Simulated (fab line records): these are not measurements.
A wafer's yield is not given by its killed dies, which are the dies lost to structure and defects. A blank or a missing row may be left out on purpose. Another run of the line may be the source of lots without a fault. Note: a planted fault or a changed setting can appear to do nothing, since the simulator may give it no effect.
fab line records	flow berkeleyCmos170
record: lots: 15	wafers: 45	lastDay: 11
route steps=331 shown ZERO@12 PWELL@48 PFIELD@88 GATE@130
lots with no fault: from the same line, run without faults
startH: start of the lot's first displayed wafer, in hours after the record's first day	waitH: hours since the lot's step before	" unchanged from the row above	L1.1+2: one row covering several wafers at once	- either no value or no given start	* or withheld: withheld	< > ~ a bound
route shown NAME@n: a module of which the file shows steps, and the number in the route of the first	usual: mean/standard deviation taken from wafers without a fault	same: alike in all rows	chamber/n: place in a boat	sites: the reading at each site	_std_site: the values' standard deviation	_edge_site: the outer-site mean with the inner-site mean subtracted	radiusMm: how far each site lies from the wafer's centre	mask NAME#n: copy n	behind: the last tool/chamber to shape the wafer	hold: the reason the lot was held/the length of the hold in hours/how it ended	device: which transistor (n, p or np) failed to switch	end of line: the same wafers' tests at the end of the route	a step without rows: its recipe alone	killed: not the wafer's yield, but the dies lost to structure and defects at the first sort	map: a wafer's dies, x killed, . not, _ none there
set.NAME: the setting as run; set.NAME@STEP: as run at that earlier step	model.NAME: the simulator's own value behind a step, which no gauge read
steps of the route over a sample of lots; a table a step, a row a wafer
services: the hour from which a tool's chamber was out of use, counted from the record's first day as startH (under 0 if before that day), plus the number of hours and why
== steps ==
step: UCB170_ZERO_ETCH_06
recipe: chemistry: CHF3/CF4/Ar	target: SiO2	timeS: 12	pressureMtorr: 100	rfW: 500	CHF3_flow_sccm: 50	cf4FlowSccm: 10	Ar_flow_sccm: 120	overEtchFrac: 1.58
usual: drypumpMotorCurrentA: 5.6/0.36	oesProductAu: 0.619/0.0098	throttleValvePct: 9.22/0.17
lot.wafer	tool	chamber	startH	waitH	drypumpMotorCurrentA	oesProductAu	rfHoursCounterH	throttleValvePct
L296.2	rieDiel-01	3	19.62	-	5.9	0.610	78	9.42
L296.3	"	0	"	"	5.7	0.634	49	9.52
L296.6	"	3	"	"	5.9	0.622	-	9.42
L298.1	rieDiel-01	3	34.07	-	5.9	0.612	79	9.42
L298.2	"	0	"	"	5.7	0.627	50	9.51
L298.4	"	1	"	"	5.7	0.606	44	9.27
L299.1	rieDiel-04	0	39.01	-	5.6	0.628	89	9.45
L299.4	"	1	"	"	5.2	0.610	168	9.27
L299.6	"	0	"	"	5.6	0.633	-	9.44
L300.2	rieDiel-03	3	39.16	-	5.9	0.604	75	9.31
L300.3	"	2	"	"	5.0	0.617	128	9.00
L300.5	"	2	"	"	5.0	0.611	-	8.98
L301.1	rieDiel-03	2	48.72	-	5.0	0.616	128	8.99
L301.2	"	3	"	"	6.0	0.612	75	9.32
L301.4	"	0	"	"	5.1	0.606	15	9.13
L302.2	rieDiel-01	1	53.09	-	5.7	0.608	45	9.26
L302.3	"	2	"	"	5.4	0.619	90	9.23
L302.4	"	2	"	"	5.5	0.618	-	9.24
L303.1	rieDiel-03	0	57.58	-	5.1	0.610	16	9.13
L303.2	"	1	"	"	5.7	0.639	13	9.06
L303.5	"	2	"	"	5.0	0.610	-	8.99
L304.1	rieDiel-01	2	57.82	-	5.5	0.617	90	9.24
L304.2	"	3	"	"	6.0	0.625	80	9.42
L304.5	"	2	"	"	5.4	0.623	-	9.22
L306.1	rieDiel-03	2	68.19	-	5.0	0.611	129	8.98
L306.2	"	3	"	"	5.9	0.599	76	9.32
L306.3	"	1	"	"	5.7	0.637	13	9.06
L307.2	rieDiel-04	1	72.65	-	5.2	0.619	169	9.28
L307.3	"	0	"	"	5.5	0.634	91	9.45
L307.5	"	3	"	"	5.9	0.621	-	9.22
L309.2	rieDiel-03	0	87.47	-	5.1	0.606	18	9.13
L309.3	"	1	"	"	5.6	0.628	14	9.07
L309.5	"	0	"	"	5.1	0.608	-	9.12
L311.2	rieDiel-03	0	91.66	-	5.1	0.608	18	9.14
L311.4	"	1	"	"	5.7	0.636	-	9.06
L311.6	"	0	"	"	5.1	0.605	-	9.12
L315.1	rieDiel-03	1	115.74	-	5.7	0.626	16	9.06
L315.4	"	3	"	"	5.9	0.597	78	9.30
L315.6	"	2	"	"	5.0	0.605	-	9.01
L316.1	rieDiel-04	3	122.78	-	5.8	0.618	41	9.22
L316.4	"	1	"	"	5.2	0.619	0	9.28
L316.6	"	0	"	"	5.5	0.632	-	9.45
L317.4	rieDiel-03	3	128.11	-	5.9	0.610	78	9.31
L317.5	"	2	"	"	5.0	0.615	-	8.97
L317.6	"	1	"	"	5.7	0.637	-	9.06
step: UCB170_PWELL_ETCH_14
recipe: chemistry: CH3F/Ar/O2	target: Si3N4	stopOn: SiO2	CH3F_flow_sccm: 20	Ar_flow_sccm: 50	O2_flow_sccm: 7	pressureMtorr: 50	rfW: 450	targetDepthA: 2420	overEtchFrac: 0.1	timeS: 151
usual: drypumpMotorCurrentA: 5.6/0.37	oesProductAu: 0.946/0.014	throttleValvePct: 8.00/0.12
lot.wafer	tool	chamber	startH	waitH	drypumpMotorCurrentA	oesProductAu	rfHoursCounterH	throttleValvePct
L296.2	rieDiel-02	1	49.24	0.0	5.4	0.945	73	7.93
L296.3	"	3	"	"	5.6	0.940	88	7.97
L296.6	"	3	"	"	5.6	0.939	-	7.95
L298.1	rieDiel-04	1	65.54	0.0	5.2	0.942	169	8.07
L298.2	"	3	"	"	5.8	0.938	38	8.03
L298.4	"	0	"	"	5.5	0.957	90	8.26
L299.1	rieDiel-03	3	69.22	0.0	5.9	0.924	76	8.14
L299.4	"	0	"	"	5.2	0.937	17	7.94
L299.6	"	1	"	"	5.7	0.971	-	7.90
L300.2	rieDiel-02	2	69.47	0.0	5.7	0.956	78	8.11
L300.3	"	3	"	"	5.6	0.930	89	7.96
L300.5	"	3	"	"	5.7	0.934	-	7.96
L302.2	rieDiel-03	3	83.75	0.0	5.9	0.917	77	8.12
L302.3	"	2	"	"	5.0	0.937	130	7.83
L302.4	"	0	"	"	5.1	0.934	17	7.93
L303.1	rieDiel-02	3	84.00	0.0	5.6	0.925	90	7.97
L303.2	"	1	"	"	5.4	0.942	75	7.91
L303.5	"	0	"	"	5.2	0.945	-	8.10
L301.1	rieDiel-03	1	84.51	0.0	5.6	0.960	14	7.91
L301.2	"	0	"	"	5.1	0.929	17	7.94
L301.4	"	3	"	"	5.9	0.930	77	8.12
L304.1	rieDiel-03	3	86.07	0.0	5.9	0.922	77	8.12
L304.2	"	0	"	"	5.1	0.922	17	7.93
L304.5	"	1	"	"	5.7	0.960	-	7.91
L306.1	rieDiel-03	1	92.55	0.0	5.7	0.960	15	7.91
L306.2	"	0	"	"	5.1	0.935	18	7.95
L306.3	"	2	"	"	5.0	0.942	130	7.82
L307.2	rieDiel-04	3	99.08	0.0	5.8	0.945	40	8.02
L307.3	"	0	"	"	5.5	0.964	92	8.25
L307.5	"	3	"	"	5.8	0.946	-	8.02
L309.2	rieDiel-04	3	113.41	0.0	5.8	0.948	41	8.03
L309.3	"	2	"	"	6.3	0.963	116	7.86
L309.5	"	2	"	"	6.3	0.952	-	7.85
L311.2	rieDiel-02	3	119.88	0.0	5.7	0.929	92	7.95
L311.4	"	2	"	"	5.7	0.954	80	8.09
L311.6	"	0	"	"	5.2	0.948	-	8.10
L315.1	rieDiel-04	3	147.88	0.0	5.8	0.954	42	8.02
L315.4	"	1	"	"	5.2	0.943	1	8.08
L315.6	"	0	"	"	5.5	0.969	-	8.25
L317.4	rieDiel-04	2	155.17	0.0	6.3	0.953	118	7.86
L317.5	"	0	"	"	5.5	0.956	-	8.24
L317.6	"	3	"	"	5.8	0.940	-	8.04
L316.1	rieDiel-02	1	155.31	0.0	5.4	0.938	78	7.91
L316.4	"	3	"	"	5.7	0.923	94	7.94
L316.6	"	3	"	"	5.6	0.931	-	7.97
step: UCB170_PFIELD_TW_MEAS_09
usual: PFIELD_TW: 601/10
lot.wafer	tool	chamber	startH	waitH	PFIELD_TW
L296.2	filmMetro-02	-	75.38	0.1	590
L296.3	"	-	"	"	592
L296.6	"	-	"	"	592
L298.1	filmMetro-04	-	94.92	0.1	612
L298.2	"	-	"	"	613
L298.4	"	-	"	"	613
L300.2	filmMetro-04	-	101.17	0.1	612
L300.3	"	-	"	"	615
L300.5	"	-	"	"	612
L299.1	filmMetro-04	-	102.97	0.1	610
L299.4	"	-	"	"	613
L299.6	"	-	"	"	608
L302.2	filmMetro-01	-	110.19	0.1	605
L302.3	"	-	"	"	604
L302.4	"	-	"	"	604
L303.1	filmMetro-04	-	110.41	0.1	611
L303.2	"	-	"	"	612
L303.5	"	-	"	"	614
L304.1	filmMetro-02	-	117.48	0.1	586
L304.2	"	-	"	"	594
L304.5	"	-	"	"	590
L301.1	filmMetro-01	-	117.82	0.1	606
L301.2	"	-	"	"	605
L301.4	"	-	"	"	603
L306.1	filmMetro-02	-	122.10	0.1	587
L306.2	"	-	"	"	590
L306.3	"	-	"	"	590
L307.2	filmMetro-01	-	127.90	0.1	605
L307.3	"	-	"	"	606
L307.5	"	-	"	"	606
L311.2	filmMetro-04	-	150.53	0.1	608
L311.4	"	-	"	"	607
L311.6	"	-	"	"	608
L309.2	filmMetro-02	-	150.94	0.1	588
L309.3	"	-	"	"	588
L309.5	"	-	"	"	589
L315.1	filmMetro-04	-	176.94	0.1	612
L315.4	"	-	"	"	609
L315.6	"	-	"	"	609
L317.4	filmMetro-01	-	189.14	0.1	604
L317.5	"	-	"	"	604
L317.6	"	-	"	"	600
L316.1	filmMetro-02	-	189.54	0.1	586
L316.4	"	-	"	"	588
L316.6	"	-	"	"	587
step: UCB170_GATE_CVD_04
recipe: material: poly-Si	tempC: 610	precursor: SiH4	timeS: 1440	pressureMtorr: 375	targetThkNm: 214	sih4FlowSccm: 120
usual: spikeTcCentreC: 612.7/1.1	spikeTcLoadC: 630/3.9	spikeTcSourceC: 629.7/1.5	susceptorTempC: 609.98/0.28	zonePowerSourcePct: 11.8/1.1
lot.wafer	tool	chamber	startH	waitH	spikeTcCentreC	spikeTcLoadC	spikeTcSourceC	susceptorTempC	zonePowerSourcePct
L296.2	lpcvd-02	1	115.10	0.0	614.5	624	628.1	610.09	10.8
L296.3	"	1	"	"	613.5	624	630.5	609.90	10.8
L296.6	"	1	"	"	613.1	624	629.8	610.24	10.6
L298.1	lpcvd-01	0	139.85	0.0	613.2	633	628.3	610.18	11.3
L298.2	"	0	"	"	612.9	632	629.2	609.91	11.2
L298.4	"	0	"	"	612.4	631	628.0	610.19	11.1
L299.1	lpcvd-01	1	146.93	0.0	612.5	634	629.4	610.06	13.3
L299.4	"	1	"	"	611.0	633	630.9	610.32	13.3
L299.6	"	1	"	"	611.5	633	628.8	609.97	13.1
L300.2	lpcvd-01	0	146.93	0.0	612.0	632	628.4	610.26	11.3
L300.3	"	0	"	"	612.5	631	628.7	610.36	11.2
L300.5	"	0	"	"	613.2	632	628.9	610.02	11.2
L302.2	lpcvd-01	1	149.93	0.0	611.5	634	630.5	610.45	13.3
L302.3	"	1	"	"	610.9	633	629.8	610.00	13.2
L302.4	"	1	"	"	613.0	632	630.5	609.73	13.2
L303.1	lpcvd-01	1	149.93	0.0	612.2	632	627.7	609.83	13.1
L303.2	"	1	"	"	613.2	633	631.9	610.30	13.3
L303.5	"	1	"	"	612.5	634	632.4	609.98	13.2
L301.1	lpcvd-02	1	158.44	0.7	613.4	625	629.1	610.02	10.8
L301.2	"	1	"	"	615.3	627	630.2	609.54	10.7
L301.4	"	1	"	"	612.4	625	629.7	609.75	10.6
L304.1	lpcvd-02	1	158.44	0.7	613.9	624	630.6	610.03	10.8
L304.2	"	1	"	"	614.0	623	629.3	609.99	10.8
L304.5	"	1	"	"	613.1	625	630.1	610.33	10.6
L306.1	lpcvd-02	1	158.44	0.7	613.6	623	630.9	610.70	10.8
L306.2	"	1	"	"	612.4	623	629.8	610.20	10.8
L306.3	"	1	"	"	612.1	624	629.2	610.35	10.9
L307.2	lpcvd-01	0	171.44	0.0	615.1	632	627.3	609.81	10.9
L307.3	"	0	"	"	608.9	632	628.6	609.60	11.2
L307.5	"	0	"	"	613.4	632	627.8	609.62	11.1
L309.2	lpcvd-01	1	186.58	0.0	612.1	633	630.8	610.03	13.2
L309.3	"	1	"	"	610.0	631	632.6	609.51	13.2
L309.5	"	1	"	"	612.8	633	630.3	610.13	13.3
L311.2	lpcvd-01	0	186.58	0.0	611.4	633	627.0	609.73	11.2
L311.4	"	0	"	"	612.2	632	625.6	609.87	11.0
L311.6	"	0	"	"	613.1	632	628.1	609.74	11.0
L315.1	lpcvd-01	0	217.79	2.9	576.8	594	591.9	574.04	9.7
L315.4	"	0	"	"	578.2	594	591.4	574.63	9.9
L315.6	"	0	"	"	577.1	597	591.9	574.70	10.2
L316.1	lpcvd-01	0	223.03	1.3	576.3	597	594.1	575.24	9.8
L316.4	"	0	"	"	578.9	594	592.9	575.04	9.9
L316.6	"	0	"	"	577.6	597	591.6	574.93	10.2
L317.4	lpcvd-01	1	223.03	1.3	576.1	597	594.8	574.52	11.9
L317.5	"	1	"	"	577.7	597	592.2	574.65	11.9
L317.6	"	1	"	"	576.0	596	592.8	574.72	11.9
step: UCB170_GATE_THK_MEAS_05
recipe: reads: poly-Si_of_GATE_CVD_04
usual: GATE_POLY_THK: 214.8/2.4
lot.wafer	tool	chamber	startH	waitH	GATE_POLY_THK[nm]
L296.2	filmMetro-01	-	116.57	0.1	210.0
L296.3	"	-	"	"	209.5
L296.6	"	-	"	"	211.5
L298.1	filmMetro-03	-	141.25	0.0	217.3
L298.2	"	-	"	"	215.4
L298.4	"	-	"	"	215.9
L299.1	filmMetro-01	-	148.33	0.0	216.7
L299.4	"	-	"	"	218.2
L299.6	"	-	"	"	217.0
L300.2	filmMetro-02	-	148.34	0.0	217.0
L300.3	"	-	"	"	217.2
L300.5	"	-	"	"	216.5
L303.1	filmMetro-01	-	151.33	0.0	211.9
L303.2	"	-	"	"	210.6
L303.5	"	-	"	"	210.9
L302.2	filmMetro-02	-	151.34	0.0	212.9
L302.3	"	-	"	"	212.8
L302.4	"	-	"	"	213.5
L304.1	filmMetro-03	-	160.54	0.0	215.8
L304.2	"	-	"	"	217.4
L304.5	"	-	"	"	214.6
L306.1	filmMetro-02	-	160.54	0.0	212.5
L306.2	"	-	"	"	213.8
L306.3	"	-	"	"	213.7
L301.1	filmMetro-03	-	160.60	0.1	213.9
L301.2	"	-	"	"	211.8
L301.4	"	-	"	"	214.6
L307.2	filmMetro-02	-	172.85	0.0	214.4
L307.3	"	-	"	"	215.2
L307.5	"	-	"	"	217.4
L309.2	filmMetro-02	-	188.69	0.0	214.2
L309.3	"	-	"	"	214.1
L309.5	"	-	"	"	215.2
L311.2	filmMetro-02	-	188.75	0.1	212.1
L311.4	"	-	"	"	214.2
L311.6	"	-	"	"	212.9
L315.1	filmMetro-01	-	219.19	0.0	91.4
L315.4	"	-	"	"	92.4
L315.6	"	-	"	"	91.0
L316.1	filmMetro-01	-	224.43	0.0	89.7
L316.4	"	-	"	"	90.7
L316.6	"	-	"	"	91.3
L317.4	filmMetro-02	-	224.46	0.0	91.9
L317.5	"	-	"	"	94.5
L317.6	"	-	"	"	92.4
step: UCB170_GATE_ETCH_15
recipe: chemistry: HBr/Cl2	target: poly-Si	stopOn: SiO2	overEtchFrac: 0.3	icpW: 300	biasW: 150	timeS: 56.3	pressureMtorr: 15	HBr_flow_sccm: 150	Cl2_flow_sccm: 50	targetDepthA: 2782
usual: drypumpMotorCurrentA: 5.8/0.46	oesProductAu: 0.845/0.013	throttleValvePct: 26.43/0.28
lot.wafer	tool	chamber	startH	waitH	drypumpMotorCurrentA	oesProductAu	rfHoursCounterH	throttleValvePct
L296.2	rieSi-02	3	118.34	-	6.3	0.837	0	26.04
L296.3	"	0	"	"	5.7	0.823	61	26.62
L296.6	"	2	"	"	5.7	0.841	-	26.31
L298.1	rieSi-02	1	142.77	-	6.6	0.848	1	26.34
L298.2	"	3	"	"	6.3	0.851	0	26.05
L298.4	"	0	"	"	5.7	0.841	61	26.61
L300.2	rieSi-01	2	150.42	-	5.3	0.846	108	26.10
L300.3	"	3	"	"	5.1	0.857	118	26.93
L300.5	"	1	"	"	5.6	0.817	-	26.83
L299.1	rieSi-02	2	150.98	-	5.7	0.860	0	26.31
L299.4	"	1	"	"	6.5	0.847	1	26.35
L299.6	"	2	"	"	5.7	0.846	-	26.29
L303.1	rieSi-01	2	152.46	-	5.3	0.836	108	26.08
L303.2	"	3	"	"	5.1	0.830	118	26.93
L303.5	"	2	"	"	5.3	0.840	-	26.10
L302.2	rieSi-02	1	152.70	-	6.5	0.836	1	26.34
L302.3	"	0	"	"	5.7	0.827	61	26.61
L302.4	"	3	"	"	6.3	0.835	0	26.04
L304.1	rieSi-01	3	162.25	-	5.1	0.837	118	26.94
L304.2	"	0	"	"	6.2	0.866	2	26.57
L304.5	"	3	"	"	5.1	0.843	-	26.93
L306.1	rieSi-02	3	162.50	-	6.3	0.840	0	26.04
L306.2	"	0	"	"	5.7	0.834	62	26.62
L306.3	"	2	"	"	5.7	0.851	1	26.33
L301.1	rieSi-02	0	162.80	-	5.7	0.833	62	26.62
L301.2	"	2	"	"	5.7	0.847	1	26.31
L301.4	"	1	"	"	6.5	0.830	1	26.32
L307.2	rieSi-01	3	174.07	-	5.2	0.843	119	26.93
L307.3	"	2	"	"	5.3	0.845	108	26.10
L307.5	"	3	"	"	5.2	0.855	-	26.93
L309.2	rieSi-02	2	190.72	-	5.7	0.849	1	26.32
L309.3	"	3	"	"	6.3	0.851	0	26.04
L309.5	"	1	"	"	6.5	0.838	-	26.33
L311.2	rieSi-01	2	190.99	-	5.3	0.829	108	26.10
L311.4	"	1	"	"	5.5	0.845	-	26.65
L311.6	"	2	"	"	5.3	0.842	-	26.11
L315.1	rieSi-01	1	220.53	-	5.5	0.527	0	26.66
L315.4	"	3	"	"	5.1	0.523	0	26.95
L315.6	"	2	"	"	5.3	0.518	-	26.08
L316.1	rieSi-02	3	226.31	-	6.3	0.520	1	26.05
L316.4	"	0	"	"	5.7	0.510	62	26.62
L316.6	"	1	"	"	6.6	0.512	-	26.34
L317.4	rieSi-02	3	226.58	-	6.3	0.521	1	26.05
L317.5	"	0	"	"	5.7	0.518	-	26.61
L317.6	"	3	"	"	6.3	0.517	-	26.06
== services ==
tool	chamber	startH	hours	kind
lpcvd-01	-	-0.86	2.8	pm
rieDiel-02	3	7.95	5.6	repair
rieDiel-03	-	30.50	0.8	repair
rieDiel-03	0	31.01	9.0	repair
rieDiel-04	2	32.96	4.8	repair
rieDiel-01	0	40.16	17.1	repair
rieSi-02	2	59.44	-	clean
rieSi-02	2	59.44	13.3	scheduledDown
rieDiel-04	-	74.99	14.6	pm
lpcvd-02	-	78.05	0.5	repair
rieSi-02	-	87.04	0.1	repair
rieDiel-03	3	87.26	10.4	repair
rieSi-01	-	95.48	0.3	repair
rieDiel-04	-	113.87	2.8	pm
rieSi-02	3	126.09	14.3	repair
rieDiel-01	1	126.14	3.7	repair
rieDiel-03	2	130.52	6.6	repair
rieDiel-03	0	139.13	9.1	repair
rieDiel-01	2	177.55	3.7	repair
rieDiel-01	3	180.08	7.1	repair
lpcvd-01	-	190.40	1.1	repair
rieDiel-03	-	203.80	4.0	pm
rieDiel-04	1	221.83	18.5	repair
rieDiel-01	2	225.83	22.1	repair
== key ==
firstSign: step: UCB170_GATE_CVD_04	reading: susceptorTempC	direction: down	sigmas: 99+	usual: *	struck: *
effect: step: UCB170_GATE_CVD_04	reading: spikeTcCentreC	direction: down	sigmas: 32	usual: 612.7	struck: 577.2
effect: step: UCB170_GATE_THK_MEAS_05	reading: GATE_POLY_THK	direction: down	sigmas: 52	usual: 214.8	struck: 91.7
effect: step: UCB170_GATE_ETCH_15	reading: oesProductAu	direction: down	sigmas: 25	usual: 0.845	struck: 0.518
metAt UCB170_GATE_CVD_04
struckLots L315,L316,L317
testerLeftOut L315,L316,L317
notActingAt UCB170_ZERO_ETCH_06,UCB170_PWELL_ETCH_14,UCB170_PFIELD_TW_MEAS_09
onsetBetween 186.58 217.79
fault: kind: processParameterDrift	tool: lpcvd-01	chamber: -	onsetH: 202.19	steps: UCB170_GATE_CVD_04	channel: tempC	offset: *	shape: step	endH: 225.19	actsIn: *	stated: *
testerLeftOut: of these lots the tester's yield and bins aren't shown, on N5 and GAA mostly nor the transistor test; their killed dies are dies lost to structure and defects alone, not to doping, threshold or leakage, so they don't give the yield
